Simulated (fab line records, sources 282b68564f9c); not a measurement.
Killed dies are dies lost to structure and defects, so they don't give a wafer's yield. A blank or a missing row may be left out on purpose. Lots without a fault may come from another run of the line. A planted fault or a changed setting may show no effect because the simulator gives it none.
fab line records | flow rit_cmos | part 2 of 2: steps 29 to 40 of 40
record lots=5 wafers=15 last_day=6
route steps=202 shown NSD@140 PSD@142 SDANNEAL@153 PLDD@159 NLDD@160 SILICIDE@161 CONTACT@168
lots that met no fault: from a run of the same line without faults
start_h: hours from the record's first day to the start of the lot's first wafer shown | wait_h: hours since the lot's step before | " the same as in the row above | L1.1+2: a row that stands for several wafers | - no value, or no start given | * or withheld: withheld | < > ~ a bound
route shown NAME@n: a module of which the file shows steps, and the number in the route of the first | usual: mean/standard deviation of fault-free wafers | same: alike in all rows | chamber/n: place in a boat | sites: the reading at each site | _std_site: their standard deviation | _edge_site: outer sites' mean less inner sites' | radius_mm: how far each site lies from the wafer's centre | mask NAME#n: copy n | behind: the tool/chamber that last shaped the wafer | hold: why the lot was held/for how many hours/how that ended | device: the transistor (n, p or np) that didn't switch | end of line: the same wafers' tests at the end of the route | a step without rows: its recipe alone | killed: dies lost to structure and defects at the first sort, not the wafer's yield | map: a wafer's dies, x killed, . not, _ none there
set.NAME: the setting as run; set.NAME@STEP: as run at that earlier step | model.NAME: the simulator's own value behind a step, which no gauge read
lots at some steps of the route; a table a step, a row a wafer
services: from which hour (start_h, from the record's first day; less than 0 if before it) a tool's chamber was out of use, for how many hours, and why
## steps
# step RIT_CONTACT_CVD_00
# recipe material=SiO2 target_thk_nm=400 precursor=TEOS temp_c=390 time_s=61 rf_w=400
# usual heater_power_w=350/45
# columns lot.wafer tool chamber start_h wait_h heater_power_w
L077.1 pecvd-02 2 70.79 0.1 348
L077.3 " 0 " " 398
L077.5 " 2 " " 364
L080.3 pecvd-04 1 86.26 0.0 356
L080.5 " 0 " " 388
L080.6 " 2 " " 294
L081.3 pecvd-02 0 91.27 0.0 321
L081.4 " 0 " " 350
L081.5 " 1 " " 342
L089.1 pecvd-02 1 126.50 0.1 397
L089.3 " 0 " " 340
L089.6 " 0 " " 358
L091.2 pecvd-04 1 136.80 0.0 376
L091.3 " 2 " " 284
L091.4 " 0 " " 355
# step RIT_CONTACT_THK_MEAS_01
# recipe reads=SiO2_of_CONTACT_CVD_00
# usual CONTACT_TEOS_THK=401/5
# columns lot.wafer tool chamber start_h wait_h CONTACT_TEOS_THK[nm]
L077.1 film_metro-04 - 70.84 0.0 391
L077.3 " - " " 398
L077.5 " - " " 404
L080.3 film_metro-02 - 86.33 0.0 394
L080.5 " - " " 406
L080.6 " - " " 410
L081.3 film_metro-04 - 91.34 0.0 400
L081.4 " - " " 408
L081.5 " - " " 399
L089.1 film_metro-03 - 126.55 0.0 398
L089.3 " - " " 402
L089.6 " - " " 407
L091.2 film_metro-03 - 136.86 0.0 398
L091.3 " - " " 396
L091.4 " - " " 406
# step RIT_CONTACT_HMDS_02
# recipe prime_time_s=60 prime_temp_c=140
# columns lot.wafer tool chamber start_h wait_h
L077.1+3+5 litho_track-01 0 70.90 0.1
L080.3+5+6 litho_track-02 0 86.42 0.1
L081.3+4+5 litho_track-02 0 91.43 0.1
L089.1+3+6 litho_track-02 0 126.61 0.1
L091.2+3+4 litho_track-02 0 137.02 0.2
# step RIT_CONTACT_COAT_03
# recipe resist=NOVOLAK spin_rpm=3250 resist_thk_nm=1000
# columns lot.wafer tool chamber start_h wait_h
L077.1+3+5 litho_track-01 0 71.05 0.1
L080.3+5+6 litho_track-02 0 86.57 0.1
L081.3+4+5 litho_track-02 0 91.58 0.1
L089.1+3+6 litho_track-02 0 126.76 0.1
L091.2+3+4 litho_track-02 0 137.17 0.1
# step RIT_CONTACT_SOFTBAKE_04
# recipe resist=NOVOLAK temp_c=90 time_s=60
# columns lot.wafer tool chamber start_h wait_h
L077.1+3+5 litho_track-01 0 71.20 0.1
L080.3+5+6 litho_track-02 0 86.72 0.1
L081.3+4+5 litho_track-02 0 91.73 0.1
L089.1+3+6 litho_track-02 0 126.91 0.1
L091.2+3+4 litho_track-02 0 137.32 0.1
# step RIT_CONTACT_EXPOSE_05
# recipe mask_id=M11 na=0.6 source_shape=conventional sigma_outer=0.5 target_cd_nm=1000 dose_mj=250
# usual focus_offset_nm=-0.1/0.53
# same sigma_outer=0.5
# columns lot.wafer tool chamber start_h wait_h mask focus_offset_nm
L077.1 iline_stepper-02 0 71.47 0.2 M11#0 0.6
L077.3 " 0 " " M11#0 -0.3
L077.5 " 0 " " M11#0 1.1
L080.3 iline_stepper-02 0 86.98 0.2 M11#0 -0.4
L080.5 " 0 " " M11#0 0.2
L080.6 " 0 " " M11#0 -0.6
L081.3 iline_stepper-02 0 91.87 0.1 M11#0 0.3
L081.4 " 0 " " M11#0 0.9
L081.5 " 0 " " M11#0 0.7
L089.1 iline_stepper-01 0 127.18 0.2 M11#0 -0.4
L089.3 " 0 " " M11#0 -0.4
L089.6 " 0 " " M11#0 -0.6
L091.2 iline_stepper-01 0 137.59 0.2 M11#0 -0.1
L091.3 " 0 " " M11#0 0.4
L091.4 " 0 " " M11#0 0.7
# step RIT_CONTACT_PEB_06
# recipe resist=NOVOLAK temp_c=withheld time_s=withheld
# columns lot.wafer tool chamber start_h wait_h
L077.1+3+5 litho_track-04 0 71.59 0.1
L080.3+5+6 litho_track-04 0 87.11 0.1
L081.3+4+5 litho_track-04 0 92.00 0.1
L089.1+3+6 litho_track-04 0 127.30 0.1
L091.2+3+4 litho_track-01 0 137.71 0.1
# step RIT_CONTACT_DEVELOP_07
# recipe resist=NOVOLAK develop_time_s=120 dev_temp_c=23
# columns lot.wafer tool chamber start_h wait_h
L077.1+3+5 litho_track-04 0 - -
L080.3+5+6 litho_track-04 0 - -
L081.3+4+5 litho_track-04 0 - -
L089.1+3+6 litho_track-04 0 - -
L091.2+3+4 litho_track-01 0 - -
# step RIT_CONTACT_CD_MEAS_08
# recipe target_cd_nm=1000
# usual cd_nm=999.2/2.2
# columns lot.wafer tool chamber start_h wait_h cd_nm
L077.1 cd_sem-02 - 71.99 - 1000.3
L077.3 " - " " 1001.1
L077.5 " - " " 998.6
L080.3 cd_sem-02 - 87.50 - 999.5
L080.5 " - " " 997.7
L080.6 " - " " 997.1
L081.3 cd_sem-02 - 92.39 - 1000.3
L081.4 " - " " 997.5
L081.5 " - " " 999.8
L089.1 cd_sem-02 - 127.70 - 998.0
L089.3 " - " " 998.2
L089.6 " - " " 998.5
L091.2 cd_sem-01 - 138.11 - 1002.8
L091.3 " - " " 1002.4
L091.4 " - " " 1001.0
# step RIT_CONTACT_OVL_MEAS_09
# usual CONTACT_OVL=0.3/1.2
# columns lot.wafer tool chamber start_h wait_h CONTACT_OVL[nm]
L077.1 overlay-02 - 72.11 0.1 0.9
L077.3 " - " " -1.7
L077.5 " - " " 0.0
L080.3 overlay-01 - 87.59 0.1 -0.3
L080.5 " - " " 0.6
L080.6 " - " " -1.1
L081.3 overlay-01 - 92.48 0.1 -0.1
L081.4 " - " " -1.0
L081.5 " - " " 0.2
L089.1 overlay-02 - 127.82 0.1 2.9
L089.3 " - " " 2.2
L089.6 " - " " 1.2
L091.2 overlay-02 - 138.21 0.1 2.2
L091.3 " - " " 0.3
L091.4 " - " " -0.1
# step RIT_CONTACT_HARDBAKE_10
# recipe resist=NOVOLAK temp_c=140 time_s=60
# columns lot.wafer tool chamber start_h wait_h
L077.1+3+5 litho_track-02 0 72.14 0.0
L080.3+5+6 litho_track-04 0 87.67 0.1
L081.3+4+5 litho_track-01 0 92.56 0.1
L089.1+3+6 litho_track-04 0 127.85 0.0
L091.2+3+4 litho_track-01 0 138.27 0.0
# step RIT_CONTACT_ETCH_11
# recipe target_depth_a=4800 over_etch_frac=0.2 stop_on=TiSi2 chemistry=CHF3/CF4/Ar target=SiO2 CHF3_flow_sccm=50 cf4_flow_sccm=10 Ar_flow_sccm=100 O2_flow_sccm=5 pressure_mtorr=100 rf_w=200 time_s=320
# usual cf4_flow_sccm=9.998/0.029 drypump_motor_current_A=5.6/0.52 oes_product_au=0.984/0.015 throttle_valve_pct=8.85/0.11
# columns lot.wafer tool chamber start_h wait_h cf4_flow_sccm drypump_motor_current_A oes_product_au rf_hours_counter_h throttle_valve_pct
L077.1 rie_diel-01 3 72.29 0.1 10.011 6.4 0.975 5 8.68
L077.3 " 2 " " 9.967 5.2 0.995 140 8.90
L077.5 " 0 " " 9.986 4.8 0.972 - 8.94
L080.3 rie_diel-01 2 87.77 0.1 10.051 5.2 0.997 140 8.88
L080.5 " 1 " " 9.976 6.3 1.024 - 8.69
L080.6 " 2 " " 9.984 5.2 0.995 - 8.89
L081.3 rie_diel-01 2 92.66 0.1 9.986 5.2 0.995 140 8.90
L081.4 " 0 " " 9.943 4.8 0.970 31 8.93
L081.5 " 1 " " 9.981 6.3 1.022 - 8.68
L089.1 rie_diel-03 0 128.00 0.1 10.040 5.6 0.990 101 9.00
L089.3 " 3 " " 10.014 5.4 0.986 146 8.88
L089.6 " 0 " " 10.029 5.6 0.992 - 8.98
L091.2 rie_diel-04 0 138.39 0.1 9.963 5.9 0.973 60 8.83
L091.3 " 1 " " 10.009 5.7 0.971 30 8.75
L091.4 " 0 " " 9.935 5.9 0.983 - 8.82
## services
# columns tool chamber start_h hours kind
pvd_sputter-02 - 45.71 3.5 repair
iline_stepper-02 - 45.89 4.4 pm
wet_bench-04 - 49.05 1.7 repair
iline_stepper-02 - 50.33 1.7 pm
rie_diel-04 1 59.89 7.6 repair
rie_diel-04 - 66.83 0.9 repair
implanter-04 - 67.03 1.3 repair
pvd_sputter-04 - 68.48 2.4 repair
implanter-04 - 70.10 26.7 repair
plasma_asher-03 - 70.37 1.0 repair
wet_bench-01 - 73.99 18.8 repair
pecvd-04 0 78.37 1.7 repair
implanter-04 - 78.60 1.4 repair
implanter-04 - 80.04 4.7 repair
pecvd-02 1 92.42 2.0 repair
plasma_asher-03 - 93.07 7.8 repair
rie_diel-03 - 94.12 0.2 repair
pvd_sputter-01 - 102.35 0.6 repair
iline_stepper-01 - 108.47 4.4 pm
rie_diel-01 1 127.12 10.1 repair
rie_diel-03 3 129.62 4.2 repair
rie_diel-01 1 137.20 - clean
rie_diel-01 1 137.20 23.5 scheduled_down
rie_diel-01 1 137.20 23.5 vent_cycle
